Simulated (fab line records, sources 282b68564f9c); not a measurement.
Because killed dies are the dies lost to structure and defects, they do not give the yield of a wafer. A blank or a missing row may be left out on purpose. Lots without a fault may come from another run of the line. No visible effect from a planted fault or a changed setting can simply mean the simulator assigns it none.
fab line records	flow ritCmos
[record] lots = 6	wafers = 18	lastDay = 7
route steps=202 shown NSD@138 PSD@142 SDANNEAL@153 PLDD@159 NLDD@160 SILICIDE@161 CONTACT@168 M1@202
lots untouched by any fault: they come from a run of this same line in which no faults occurred
startH: hours from the record's first day to the start of the lot's first wafer shown	waitH: hours from the lot's prior step to this one	" same as the row above	L1.1+2: a row that stands for several wafers	- value missing, or start not given	* or withheld: withheld	< > ~ a bound
route shown NAME@n: names a module that has steps shown in the file, with the first one's number in the route	usual: average and standard deviation across the fault-free wafers	same: alike in all rows	chamber/n: place in a boat	sites: each site's reading	_std_site: standard deviation across them	_edge_site: outer sites' mean less inner sites'	radiusMm: for every site, how far away it sits from the centre of the wafer	mask NAME#n: copy n	behind: the tool/chamber that last shaped the wafer	hold: cause of the lot's hold/its duration in hours/its outcome	device: the transistor (n, p or np) that didn't switch	end of line: the route-end tests of the same wafers	for a step that has no rows: nothing shown but its recipe	killed: count of dies lost to structure and defects at first sort (not the wafer's yield)	map: a wafer's dies, marking killed ones x, the rest . and places with no die _
set.NAME: setting as actually run; set.NAME@STEP: the setting as run at that earlier step	model.NAME: the simulator's own value behind a step, which no gauge read
lots at selected steps of the route; one table per step, one row per wafer
services: a tool's chamber out of use, with start hour (startH, from the record's first day; less than 0 if before it), hours out, and reason
[[steps]]
[step RIT_NSD_HARDBAKE_07]
[recipe] resist = NOVOLAK	tempC = 140	timeS = 60
[step RIT_NSD_IMPLANT_08]
[recipe] species = P	energyKev = 25	doseCm2 = 1e+15	tiltDeg = 7
[step RIT_NSD_STRIP_09]
[recipe] chemistry = O2	timeS = 180	resist = NOVOLAK	platenTempC = withheld	powerW = 500	pressureMtorr = 4000	o2FlowSccm = 4000
[step RIT_NSD_TW_MEAS_10]
[usual] NSD_TW = 3120/20
lot.wafer	tool	chamber	startH	waitH	NSD_TW
L624.2	filmMetro-04	-	111.48	0.1	3124
L624.3	"	-	"	"	3120
L624.4	"	-	"	"	3125
L628.2	filmMetro-04	-	129.40	0.1	3127
L628.5	"	-	"	"	3141
L628.6	"	-	"	"	3121
L632.1	filmMetro-04	-	149.46	0.1	3152
L632.4	"	-	"	"	3123
L632.6	"	-	"	"	3131
L633.1	filmMetro-04	-	160.28	0.1	3143
L633.3	"	-	"	"	3138
L633.4	"	-	"	"	3128
L634.3	filmMetro-02	-	160.45	0.1	3110
L634.4	"	-	"	"	3111
L634.5	"	-	"	"	3111
L635.1	filmMetro-04	-	166.59	0.1	3143
L635.5	"	-	"	"	3147
L635.6	"	-	"	"	3139
[step RIT_PSD_HMDS_00]
[recipe] primeTimeS = 60	primeTempC = 140
[step RIT_PSD_COAT_01]
[recipe] resist = NOVOLAK	spinRpm = 3250	resistThkNm = 1000
[step RIT_PSD_SOFTBAKE_02]
[recipe] resist = NOVOLAK	tempC = 90	timeS = 60
[step RIT_PSD_EXPOSE_03]
[recipe] maskId = M10	na = 0.57	targetCdNm = 40900	doseMj = 250
[step RIT_PSD_PEB_04]
[recipe] resist = NOVOLAK	tempC = withheld	timeS = withheld
[step RIT_PSD_DEVELOP_05]
[recipe] resist = NOVOLAK	developTimeS = 50	devTempC = 23
[step RIT_PSD_OVL_MEAS_06]
[usual] PSD_OVL = 0.9/1.3
lot.wafer	tool	chamber	startH	waitH	PSD_OVL[nm]
L624.2	overlay-01	-	112.66	-	1.5
L624.3	"	-	"	"	4.3
L624.4	"	-	"	"	1.4
L628.2	overlay-01	-	130.43	-	1.4
L628.5	"	-	"	"	1.0
L628.6	"	-	"	"	0.2
L632.1	overlay-01	-	150.37	-	1.1
L632.4	"	-	"	"	1.3
L632.6	"	-	"	"	-0.5
L633.1	overlay-02	-	161.19	-	-0.1
L633.3	"	-	"	"	0.4
L633.4	"	-	"	"	1.6
L634.3	overlay-01	-	161.47	-	1.1
L634.4	"	-	"	"	1.3
L634.5	"	-	"	"	1.5
L635.1	overlay-01	-	167.95	-	0.5
L635.5	"	-	"	"	0.5
L635.6	"	-	"	"	1.5
[step RIT_PSD_HARDBAKE_07]
[recipe] resist = NOVOLAK	tempC = 140	timeS = 60
[step RIT_PSD_IMPLANT_08]
[recipe] species = BF2	energyKev = 27	doseCm2 = 5e+15	tiltDeg = 7
[usual] beamEnergyKeV = 27.000/0.0081
lot.wafer	tool	chamber	startH	waitH	beamEnergyKeV
L624.2	implanter-02	0	112.86	0.1	27.005
L624.3	"	0	"	"	27.008
L624.4	"	0	"	"	27.015
L628.2	implanter-01	0	130.64	0.1	27.002
L628.5	"	0	"	"	27.000
L628.6	"	0	"	"	27.006
L632.1	implanter-02	0	150.56	0.1	26.998
L632.4	"	0	"	"	27.001
L632.6	"	0	"	"	27.008
L633.1	implanter-02	0	161.37	0.1	27.002
L633.3	"	0	"	"	27.000
L633.4	"	0	"	"	26.989
L634.3	implanter-04	0	161.70	0.1	27.004
L634.4	"	0	"	"	27.008
L634.5	"	0	"	"	27.000
L635.1	implanter-04	0	168.14	0.1	26.998
L635.5	"	0	"	"	26.985
L635.6	"	0	"	"	26.999
[step RIT_PSD_STRIP_09]
[recipe] chemistry = O2	timeS = 180	resist = NOVOLAK	platenTempC = withheld	powerW = 500	pressureMtorr = 4000	o2FlowSccm = 4000
[step RIT_PSD_TW_MEAS_10]
[usual] PSD_TW = 3427/20
lot.wafer	tool	chamber	startH	waitH	PSD_TW
L624.2	filmMetro-03	-	113.17	0.1	3406
L624.3	"	-	"	"	3427
L624.4	"	-	"	"	3422
L628.2	filmMetro-03	-	130.95	0.1	3440
L628.5	"	-	"	"	3412
L628.6	"	-	"	"	3419
L632.1	filmMetro-04	-	150.88	0.1	3442
L632.4	"	-	"	"	3433
L632.6	"	-	"	"	3461
L633.1	filmMetro-03	-	161.70	0.1	3417
L633.3	"	-	"	"	3422
L633.4	"	-	"	"	3419
L634.3	filmMetro-04	-	161.99	0.1	3444
L634.4	"	-	"	"	3437
L634.5	"	-	"	"	3428
L635.1	filmMetro-02	-	168.47	0.1	3430
L635.5	"	-	"	"	3414
L635.6	"	-	"	"	3421
[step RIT_SDANNEAL_CLEAN_00]
[recipe] chemistry = SC1	mix = 3:3:50	timeS = 600	tempC = 75
[step RIT_SDANNEAL_CLEAN_01]
[recipe] chemistry = dHF	dilution = 50:1	timeS = 30
[step RIT_SDANNEAL_CLEAN_02]
[recipe] chemistry = SC2	mix = 3:3:50	timeS = 600	tempC = 75	dry = n2Spin
[step RIT_SDANNEAL_RTA_03]
[recipe] tempC = 1050	timeS = 5	idleTempC = 600	rampUpCPerS = 342	rampDownCPerS = 171	coolToC = 600	ambient = N2
[usual] wafer_temp_C_max = 1053.5/1.2
lot.wafer	tool	chamber	startH	waitH	wafer_temp_C_max
L624.2	rtpAnneal-01	0	113.63	0.0	1052.2
L624.3	"	0	"	"	1052.6
L624.4	"	0	"	"	1052.4
L628.2	rtpAnneal-01	0	131.39	0.0	1053.8
L628.5	"	0	"	"	1053.4
L628.6	"	0	"	"	1053.3
L632.1	rtpAnneal-01	0	151.31	0.0	1053.5
L632.4	"	0	"	"	1053.8
L632.6	"	0	"	"	1055.0
L633.1	rtpAnneal-02	0	162.16	0.0	1052.6
L633.3	"	0	"	"	1055.0
L633.4	"	0	"	"	1053.9
L634.3	rtpAnneal-01	0	162.45	0.0	1053.2
L634.4	"	0	"	"	1053.9
L634.5	"	0	"	"	1053.6
L635.1	rtpAnneal-02	0	168.93	0.0	1054.0
L635.5	"	0	"	"	1053.8
L635.6	"	0	"	"	1052.5
[step RIT_SDANNEAL_RS_MEAS_04]
[recipe] thkMeasGauge = four-point-probe
[usual] PSD_RS = 115.9/0.31
lot.wafer	tool	chamber	startH	waitH	PSD_RS[ohm/sq]
L624.2	filmMetro-03	-	113.70	0.1	116.1
L624.3	"	-	"	"	116.3
L624.4	"	-	"	"	116.4
L628.2	filmMetro-03	-	131.50	0.1	116.2
L628.5	"	-	"	"	116.0
L628.6	"	-	"	"	116.2
L632.1	filmMetro-02	-	151.37	0.0	115.7
L632.4	"	-	"	"	115.8
L632.6	"	-	"	"	115.9
L633.1	filmMetro-03	-	162.27	0.1	116.5
L633.3	"	-	"	"	116.4
L633.4	"	-	"	"	116.9
L634.3	filmMetro-02	-	162.53	0.1	116.0
L634.4	"	-	"	"	115.7
L634.5	"	-	"	"	115.7
L635.1	filmMetro-03	-	168.99	0.0	116.1
L635.5	"	-	"	"	116.2
L635.6	"	-	"	"	115.7
[step RIT_SDANNEAL_RS_MEAS_05]
[recipe] thkMeasGauge = four-point-probe
[usual] NSD_RS = 84.60/0.29
lot.wafer	tool	chamber	startH	waitH	NSD_RS[ohm/sq]
L624.2	filmMetro-03	-	113.82	0.1	84.59
L624.3	"	-	"	"	84.72
L624.4	"	-	"	"	84.48
L628.2	filmMetro-03	-	131.62	0.1	84.44
L628.5	"	-	"	"	84.65
L628.6	"	-	"	"	84.52
L632.1	filmMetro-02	-	151.49	0.1	84.59
L632.4	"	-	"	"	84.56
L632.6	"	-	"	"	84.34
L633.1	filmMetro-03	-	162.39	0.1	85.28
L633.3	"	-	"	"	84.90
L633.4	"	-	"	"	85.01
L634.3	filmMetro-02	-	162.65	0.1	84.19
L634.4	"	-	"	"	84.25
L634.5	"	-	"	"	84.13
L635.1	filmMetro-03	-	169.11	0.1	84.04
L635.5	"	-	"	"	84.15
L635.6	"	-	"	"	84.34
[step RIT_SDANNEAL_RS_MEAS_06]
[recipe] thkMeasGauge = four-point-probe
[usual] PLDD_RS = 178.7/0.52
lot.wafer	tool	chamber	startH	waitH	PLDD_RS[ohm/sq]
L624.2	filmMetro-03	-	113.94	0.1	179.2
L624.3	"	-	"	"	179.4
L624.4	"	-	"	"	178.9
L628.2	filmMetro-03	-	131.74	0.1	179.2
L628.5	"	-	"	"	178.5
L628.6	"	-	"	"	178.9
L632.1	filmMetro-02	-	151.61	0.1	178.3
L632.4	"	-	"	"	177.6
L632.6	"	-	"	"	177.4
L633.1	filmMetro-03	-	162.51	0.1	178.8
L633.3	"	-	"	"	178.6
L633.4	"	-	"	"	178.8
L634.3	filmMetro-02	-	162.77	0.1	178.4
L634.4	"	-	"	"	178.3
L634.5	"	-	"	"	178.5
L635.1	filmMetro-03	-	169.23	0.1	179.1
L635.5	"	-	"	"	178.8
L635.6	"	-	"	"	178.3
[step RIT_SDANNEAL_RS_MEAS_07]
[recipe] thkMeasGauge = four-point-probe
[usual] NLDD_RS = 151.6/0.48
lot.wafer	tool	chamber	startH	waitH	NLDD_RS[ohm/sq]
L624.2	filmMetro-03	-	114.06	0.1	152.0
L624.3	"	-	"	"	151.7
L624.4	"	-	"	"	151.6
L628.2	filmMetro-03	-	131.86	0.1	152.1
L628.5	"	-	"	"	151.5
L628.6	"	-	"	"	151.5
L632.1	filmMetro-02	-	151.73	0.1	151.8
L632.4	"	-	"	"	151.5
L632.6	"	-	"	"	151.5
L633.1	filmMetro-03	-	162.63	0.1	151.5
L633.3	"	-	"	"	151.7
L633.4	"	-	"	"	151.6
L634.3	filmMetro-02	-	162.89	0.1	151.3
L634.4	"	-	"	"	151.2
L634.5	"	-	"	"	151.1
L635.1	filmMetro-03	-	169.35	0.1	152.0
L635.5	"	-	"	"	151.0
L635.6	"	-	"	"	151.9
[step RIT_SILICIDE_WET_ETCH_00]
[recipe] chemistry = BOE	target = SiO2	targetDepthNm = 14	timeS = 15	dry = n2Spin	dilution = 10:1	tempC = 21.5
[step RIT_SILICIDE_SPUTTER_01]
[recipe] material = Ti	targetThkNm = 30	powerW = 350	chamberPressurePa = 0.667	gas = Ar	timeS = 240	substrateTempC = 25
[usual] throttleValvePct = 29.8/0.78
lot.wafer	tool	chamber	startH	waitH	throttleValvePct
L624.2	pvdSputter-01	-	114.17	0.0	30.7
L624.3	"	-	"	"	29.3
L624.4	"	-	"	"	30.4
L628.2	pvdSputter-04	-	131.97	0.0	28.9
L628.5	"	-	"	"	29.1
L628.6	"	-	"	"	30.0
L632.1	pvdSputter-03	-	151.86	0.0	30.2
L632.4	"	-	"	"	29.4
L632.6	"	-	"	"	29.4
L633.1	pvdSputter-01	-	162.77	0.0	30.5
L633.3	"	-	"	"	30.8
L633.4	"	-	"	"	30.0
L634.3	pvdSputter-03	-	162.99	0.0	29.9
L634.4	"	-	"	"	29.1
L634.5	"	-	"	"	30.1
L635.1	pvdSputter-01	-	169.48	0.0	30.7
L635.5	"	-	"	"	29.4
L635.6	"	-	"	"	30.9
[step RIT_SILICIDE_RS_MEAS_02]
[recipe] thkMeasGauge = four-point-probe	reads = Ti_of_SILICIDE_SPUTTER_01
[usual] SILICIDE_TI_RS = 47.9/0.64
lot.wafer	tool	chamber	startH	waitH	SILICIDE_TI_RS[ohm/sq]
L624.2	filmMetro-01	-	114.34	0.1	48.0
L624.3	"	-	"	"	47.5
L624.4	"	-	"	"	47.3
L628.2	filmMetro-03	-	132.14	0.1	48.4
L628.5	"	-	"	"	48.7
L628.6	"	-	"	"	48.6
L632.1	filmMetro-01	-	152.01	0.1	47.9
L632.4	"	-	"	"	47.4
L632.6	"	-	"	"	46.9
L633.1	filmMetro-01	-	162.92	0.1	48.3
L633.3	"	-	"	"	49.2
L633.4	"	-	"	"	49.0
L634.3	filmMetro-03	-	163.18	0.1	47.2
L634.4	"	-	"	"	46.4
L634.5	"	-	"	"	47.1
L635.1	filmMetro-01	-	169.63	0.1	48.0
L635.5	"	-	"	"	47.7
L635.6	"	-	"	"	47.9
[step RIT_SILICIDE_THK_MEAS_03]
[recipe] thkMeasGauge = xrf	reads = Ti_of_SILICIDE_SPUTTER_01
[usual] SILICIDE_TI_THK = 30.3/0.33
lot.wafer	tool	chamber	startH	waitH	SILICIDE_TI_THK[nm]
L624.2	filmMetro-01	-	114.45	0.1	30.1
L624.3	"	-	"	"	30.2
L624.4	"	-	"	"	30.4
L628.2	filmMetro-03	-	132.25	0.1	29.9
L628.5	"	-	"	"	29.7
L628.6	"	-	"	"	29.7
L632.1	filmMetro-01	-	152.13	0.1	30.5
L632.4	"	-	"	"	30.7
L632.6	"	-	"	"	31.0
L633.1	filmMetro-01	-	163.04	0.1	30.2
L633.3	"	-	"	"	29.9
L633.4	"	-	"	"	29.9
L634.3	filmMetro-03	-	163.28	0.1	30.5
L634.4	"	-	"	"	30.8
L634.5	"	-	"	"	30.5
L635.1	filmMetro-01	-	169.75	0.1	30.1
L635.5	"	-	"	"	30.5
L635.6	"	-	"	"	30.3
[step RIT_SILICIDE_RTA_04]
[recipe] tempC = 650	timeS = 10	idleTempC = 25	rampUpS = 5	rampDownS = 5	coolToC = 25	ambient = N2
[step RIT_SILICIDE_WET_ETCH_05]
[recipe] chemistry = SPM	target = Ti	tempC = 90	timeS = 120	dry = n2Spin
[step RIT_SILICIDE_RTA_06]
[recipe] tempC = 750	timeS = 10	idleTempC = 25	rampUpS = 5	rampDownS = 10	coolToC = 25	ambient = N2
[usual] wafer_temp_C_max = 753.1/0.71
lot.wafer	tool	chamber	startH	waitH	wafer_temp_C_max
L624.2	rtpAnneal-01	0	114.62	0.0	752.6
L624.3	"	0	"	"	752.2
L624.4	"	0	"	"	754.1
L628.2	rtpAnneal-01	0	132.44	0.0	752.2
L628.5	"	0	"	"	752.5
L628.6	"	0	"	"	752.9
L632.1	rtpAnneal-01	0	152.37	0.0	752.7
L632.4	"	0	"	"	751.9
L632.6	"	0	"	"	752.4
L633.1	rtpAnneal-01	0	163.27	0.0	752.5
L633.3	"	0	"	"	753.8
L633.4	"	0	"	"	752.9
L634.3	rtpAnneal-01	0	163.51	0.0	752.8
L634.4	"	0	"	"	753.3
L634.5	"	0	"	"	753.9
L635.1	rtpAnneal-02	0	169.92	0.0	753.4
L635.5	"	0	"	"	753.3
L635.6	"	0	"	"	753.8
[step RIT_CONTACT_CVD_00]
[recipe] material = SiO2	targetThkNm = 400	precursor = TEOS	tempC = 390	timeS = 61	rfW = 400
[usual] heaterPowerW = 340/37
lot.wafer	tool	chamber	startH	waitH	heaterPowerW
L624.2	pecvd-01	1	114.68	0.0	343
L624.3	"	0	"	"	309
L624.4	"	2	"	"	352
L628.2	pecvd-03	0	132.55	0.1	371
L628.5	"	1	"	"	394
L628.6	"	2	"	"	379
L632.1	pecvd-04	2	152.43	0.1	295
L632.4	"	1	"	"	362
L632.6	"	0	"	"	288
L633.1	pecvd-01	2	163.34	0.1	349
L633.3	"	1	"	"	323
L633.4	"	0	"	"	306
L634.3	pecvd-03	2	163.56	0.0	395
L634.4	"	1	"	"	371
L634.5	"	2	"	"	394
L635.1	pecvd-04	0	169.99	0.1	345
L635.5	"	2	"	"	366
L635.6	"	0	"	"	250
[step RIT_CONTACT_THK_MEAS_01]
[recipe] reads = SiO2_of_CONTACT_CVD_00
[usual] CONTACT_TEOS_THK = 399/5.3
lot.wafer	tool	chamber	startH	waitH	CONTACT_TEOS_THK[nm]
L624.2	filmMetro-02	-	114.74	0.0	394
L624.3	"	-	"	"	393
L624.4	"	-	"	"	401
L628.2	filmMetro-01	-	132.61	0.0	392
L628.5	"	-	"	"	404
L628.6	"	-	"	"	403
L632.1	filmMetro-02	-	152.48	0.0	397
L632.4	"	-	"	"	406
L632.6	"	-	"	"	406
L633.1	filmMetro-02	-	163.39	0.0	400
L633.3	"	-	"	"	395
L633.4	"	-	"	"	401
L634.3	filmMetro-01	-	163.63	0.0	394
L634.4	"	-	"	"	408
L634.5	"	-	"	"	403
L635.1	filmMetro-01	-	170.04	0.0	392
L635.5	"	-	"	"	395
L635.6	"	-	"	"	395
[step RIT_CONTACT_HMDS_02]
[recipe] primeTimeS = 60	primeTempC = 140
[step RIT_CONTACT_COAT_03]
[recipe] resist = NOVOLAK	spinRpm = 3250	resistThkNm = 1000
[step RIT_CONTACT_SOFTBAKE_04]
[recipe] resist = NOVOLAK	tempC = 90	timeS = 60
[step RIT_CONTACT_EXPOSE_05]
[recipe] maskId = M11	na = 0.6	sourceShape = conventional	sigmaOuter = 0.5	targetCdNm = 1000	doseMj = 250
[step RIT_CONTACT_PEB_06]
[recipe] resist = NOVOLAK	tempC = withheld	timeS = withheld
[step RIT_CONTACT_DEVELOP_07]
[recipe] resist = NOVOLAK	developTimeS = 120	devTempC = 23
[step RIT_CONTACT_CD_MEAS_08]
[recipe] targetCdNm = 1000
[usual] cdNm = 1000.1/2.7
lot.wafer	tool	chamber	startH	waitH	cdNm
L624.2	cdSem-01	-	115.90	-	1002.3
L624.3	"	-	"	"	1000.8
L624.4	"	-	"	"	1002.0
L628.2	cdSem-01	-	133.64	-	997.1
L628.5	"	-	"	"	996.9
L628.6	"	-	"	"	997.3
L632.1	cdSem-01	-	153.63	-	1004.2
L632.4	"	-	"	"	1004.0
L632.6	"	-	"	"	1003.8
L633.1	cdSem-01	-	164.42	-	1003.9
L633.3	"	-	"	"	1004.2
L633.4	"	-	"	"	1004.2
L634.3	cdSem-01	-	164.67	-	998.7
L634.4	"	-	"	"	997.5
L634.5	"	-	"	"	999.2
L635.1	cdSem-01	-	171.06	-	996.7
L635.5	"	-	"	"	998.1
L635.6	"	-	"	"	997.0
[step RIT_CONTACT_OVL_MEAS_09]
[usual] CONTACT_OVL = 0.1/1.8
lot.wafer	tool	chamber	startH	waitH	CONTACT_OVL[nm]
L624.2	overlay-01	-	116.00	0.1	3.4
L624.3	"	-	"	"	1.4
L624.4	"	-	"	"	2.6
L628.2	overlay-02	-	133.75	0.1	-1.9
L628.5	"	-	"	"	-2.0
L628.6	"	-	"	"	-1.9
L632.1	overlay-02	-	153.75	0.1	-1.7
L632.4	"	-	"	"	-1.6
L632.6	"	-	"	"	-1.3
L633.1	overlay-01	-	164.54	0.1	3.7
L633.3	"	-	"	"	0.5
L633.4	"	-	"	"	0.5
L634.3	overlay-02	-	164.77	0.1	-0.2
L634.4	"	-	"	"	-0.8
L634.5	"	-	"	"	-0.4
L635.1	overlay-01	-	171.18	0.1	-1.2
L635.5	"	-	"	"	1.0
L635.6	"	-	"	"	-0.2
[step RIT_CONTACT_HARDBAKE_10]
[recipe] resist = NOVOLAK	tempC = 140	timeS = 60
[step RIT_CONTACT_ETCH_11]
[recipe] targetDepthA = 4800	overEtchFrac = 0.2	stopOn = TiSi2	chemistry = CHF3/CF4/Ar	target = SiO2	CHF3_flow_sccm = 50	cf4FlowSccm = 10	Ar_flow_sccm = 100	O2_flow_sccm = 5	pressureMtorr = 100	rfW = 200	timeS = 320
[usual] drypumpMotorCurrentA = 5.8/0.33	mfcArSccm = 100.0/0.32	oesProductAu = 0.993/0.018	throttleValvePct = 8.86/0.18
lot.wafer	tool	chamber	startH	waitH	drypumpMotorCurrentA	mfcArSccm	oesProductAu	rfHoursCounterH	throttleValvePct
L624.2	rieDiel-02	2	116.18	0.1	5.8	99.6	0.983	64	8.80
L624.3	"	3	"	"	5.8	99.4	0.962	96	9.04
L624.4	"	0	"	"	6.2	100.3	1.011	5	8.82
L628.2	rieDiel-02	0	133.93	0.1	6.2	100.6	0.999	5	8.81
L628.5	"	2	"	"	5.7	100.5	0.986	-	8.78
L628.6	"	3	"	"	5.8	100.5	0.960	-	9.03
L632.1	rieDiel-02	1	154.01	0.1	6.0	100.3	0.990	22	8.58
L632.4	"	0	"	"	6.2	99.7	1.001	6	8.81
L632.6	"	0	"	"	6.2	100.2	1.006	-	8.81
L633.1	rieDiel-01	3	164.72	0.1	5.3	99.7	1.017	24	9.15
L633.3	"	0	"	"	5.7	100.0	0.959	41	9.15
L633.4	"	2	"	"	6.1	100.6	1.008	143	8.84
L634.3	rieDiel-02	1	164.94	0.1	6.0	99.8	0.979	23	8.58
L634.4	"	3	"	"	5.8	99.7	0.964	97	9.04
L634.5	"	3	"	"	5.8	99.9	0.962	-	9.05
L635.1	rieDiel-01	1	171.37	0.1	5.5	100.1	1.003	49	8.93
L635.5	"	1	"	"	5.4	99.9	1.009	-	8.91
L635.6	"	0	"	"	5.7	100.2	0.964	-	9.15
[step RIT_M1_PROBE_99]
[usual] killedAtContacts = 0.0/0.22	killedAtFrontEnd = 7/3.1	killedDies = 7/3.1	killedOnRim = 1.8/1.4	killedOpen = 3.5/2	killedShort = 3.3/2
[same] grossDies = 264	killed_at_M0_to_M3 = 0	killed_at_M4_up = 0	killedAtBackSide = 0	killedAtOther = 0
lot.wafer	tool	chamber	startH	waitH	killedAtContacts	killedAtFrontEnd	killedDies	killedOnRim	killedOpen	killedShort	model.etest.pmos_0p15.driveUaUmRange	model.etest.diodePplusNwell.cjFfUm2Range	model.etest.pmos_0p15.vtVRange
L624.2	prober-02	-	121.21	0.1	1	12	13	3	7	6	4.192	0.03116	0.003866
L624.3	prober-02	-	121.26	0.2	0	8	8	4	4	4	3.144	0.02557	0.006048
L624.4	prober-02	-	121.31	0.2	0	9	9	2	5	4	2.777	0.01559	0.005534
L628.2	prober-02	-	139.13	0.1	0	7	7	2	4	3	3.896	0.01432	0.003754
L628.5	prober-02	-	139.28	0.2	0	17	17	5	9	8	3.136	0.01211	0.004265
L628.6	prober-02	-	139.33	0.2	0	9	9	3	3	6	7.102	0.02521	0.004859
L632.1	prober-02	-	158.99	0.1	0	12	12	0	5	7	5.841	0.04362	0.01631
L632.4	prober-02	-	159.14	0.2	0	8	8	2	5	3	5.058	0.02887	0.01594
L632.6	prober-02	-	159.24	0.2	0	12	12	3	5	7	6.163	0.04835	0.01986
L633.1	prober-01	-	169.77	0.1	0	7	7	3	5	2	4.947	0.0601	0.01567
L633.3	prober-01	-	169.87	0.2	0	6	6	1	4	2	7.502	0.03989	0.01616
L633.4	prober-01	-	169.92	0.2	0	11	11	4	9	2	6.018	0.04949	0.01853
L634.3	prober-02	-	171.06	0.2	0	6	6	2	5	1	3.753	0.03177	0.003717
L634.4	prober-02	-	171.11	0.2	0	6	6	2	5	1	4.089	0.04096	0.005281
L634.5	prober-02	-	171.16	0.2	0	9	9	2	7	2	2.444	0.04709	0.00364
L635.1	prober-01	-	176.22	0.1	0	4	4	0	0	4	3.451	0.0173	0.008468
L635.5	prober-01	-	176.42	0.2	0	11	11	4	9	2	7.654	0.03623	0.007223
L635.6	prober-01	-	176.47	0.2	0	11	11	3	6	5	3.347	0.0179	0.008395
// killed by level:class
L624.2 SPACER:geometricParticle:open=3 SPACER:geometricParticle:short=2 FOX1:geometricParticle:open=1 FOX2:geometricParticle:open=1 FOX2:geometricParticle:short=1 GATE:geometricParticle:short=1 GATE:geometricParticle:open=1 REOX:geometricParticle:short=1
L624.3 GATE:geometricParticle:short=3 GATE:geometricParticle:open=2 REOX:geometricParticle:short=1 REOX:geometricParticle:open=1 SPACER:geometricParticle:open=1
L624.4 SPACER:geometricParticle:short=3 GATE:geometricParticle:open=3 FOX2:geometricParticle:open=1 GATE:geometricParticle:short=1 SPACER:geometricParticle:open=1
L628.2 FOX1:geometricParticle:open=2 GATE:geometricParticle:open=1 GATE:geometricParticle:short=1 REOX:geometricParticle:open=1 REOX:geometricParticle:short=1 SPACER:geometricParticle:short=1
L628.5 GATE:geometricParticle:short=5 GATE:geometricParticle:open=3 REOX:geometricParticle:open=2 SILICIDE:geometricParticle:open=2 FOX1:geometricParticle:open=1 FOX1:geometricParticle:short=1 FOX2:geometricParticle:short=1 REOX:geometricParticle:short=1
L628.6 GATE:geometricParticle:short=3 FOX1:geometricParticle:short=1 FOX2:geometricParticle:open=1 GATE:geometricParticle:open=1 REOX:geometricParticle:short=1 SPACER:geometricParticle:short=1 SPACER:geometricParticle:open=1
L632.1 GATE:geometricParticle:open=2 GATE:geometricParticle:short=2 REOX:geometricParticle:short=2 SILICIDE:geometricParticle:open=2 FOX1:geometricParticle:short=1 SPACER:geometricParticle:short=1 SPACER:geometricParticle:open=1 SILICIDE:geometricParticle:short=1
L632.4 SPACER:geometricParticle:open=3 GATE:geometricParticle:short=2 FOX1:geometricParticle:short=1 GATE:geometricParticle:open=1 SILICIDE:geometricParticle:open=1
L632.6 GATE:geometricParticle:short=3 FOX2:geometricParticle:open=2 GATE:geometricParticle:open=2 REOX:geometricParticle:short=2 FOX1:geometricParticle:short=1 FOX2:geometricParticle:short=1 REOX:geometricParticle:open=1
L633.1 GATE:geometricParticle:open=3 GATE:geometricParticle:short=2 SPACER:geometricParticle:open=2
L633.3 FOX1:geometricParticle:open=2 GATE:geometricParticle:short=2 GATE:geometricParticle:open=1 SILICIDE:geometricParticle:open=1
L633.4 SILICIDE:geometricParticle:open=4 GATE:geometricParticle:open=2 FOX1:geometricParticle:open=1 FOX2:geometricParticle:open=1 GATE:geometricParticle:short=1 REOX:geometricParticle:short=1 SPACER:geometricParticle:open=1
L634.3 GATE:geometricParticle:open=3 SPACER:geometricParticle:open=1 SPACER:geometricParticle:short=1 SILICIDE:geometricParticle:open=1
L634.4 REOX:geometricParticle:open=3 GATE:geometricParticle:open=1 GATE:geometricParticle:short=1 SILICIDE:geometricParticle:open=1
L634.5 REOX:geometricParticle:open=4 FOX1:geometricParticle:open=1 GATE:geometricParticle:short=1 GATE:geometricParticle:open=1 SPACER:geometricParticle:open=1 SILICIDE:geometricParticle:short=1
L635.1 GATE:geometricParticle:short=3 SPACER:geometricParticle:short=1
L635.5 FOX2:geometricParticle:open=3 GATE:geometricParticle:short=2 GATE:geometricParticle:open=2 SILICIDE:geometricParticle:open=2 FOX1:geometricParticle:open=1 REOX:geometricParticle:open=1
L635.6 GATE:geometricParticle:open=4 GATE:geometricParticle:short=4 FOX1:geometricParticle:open=1 REOX:geometricParticle:open=1 REOX:geometricParticle:short=1
[[services]]
tool	chamber	startH	hours	kind
pecvd-04	0	91.12	4.0	repair
pecvd-03	-	95.13	5.5	pm
pvdSputter-03	-	114.87	4.6	repair
rieDiel-01	2	117.91	7.0	repair
pecvd-01	0	119.04	5.2	repair
implanter-02	-	128.18	0.7	repair
rieDiel-01	-	129.66	14.6	pm
implanter-04	-	132.80	1.8	repair
pecvd-03	-	145.62	1.8	repair
pvdSputter-03	-	157.99	2.9	repair
[[key]]
firstSign none at tools or gauges
[modelEffect] step = RIT_M1_PROBE_99	value = etest.pmos_0p15.driveUaUmRange	without = 3.828	struck = 5.921
metAt RIT_PSD_IMPLANT_08
struckWafers L632.1,L632.4,L632.6,L633.1,L633.3,L633.4
testerLeftOut L632,L633
onsetBetween 112.86 150.56
[fault] kind = processParameterDrift	tool = implanter-02	chamber = -	onsetH = 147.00	steps = RIT_PSD_IMPLANT_08	channel = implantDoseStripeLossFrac	offset = 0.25	shape = step	endH = 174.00
// testerLeftOut: of these lots the tester's yield and bins aren't shown, on N5 and GAA mostly nor the transistor test; their killed dies are dies lost to structure and defects alone, not to doping, threshold or leakage, so they don't give the yield
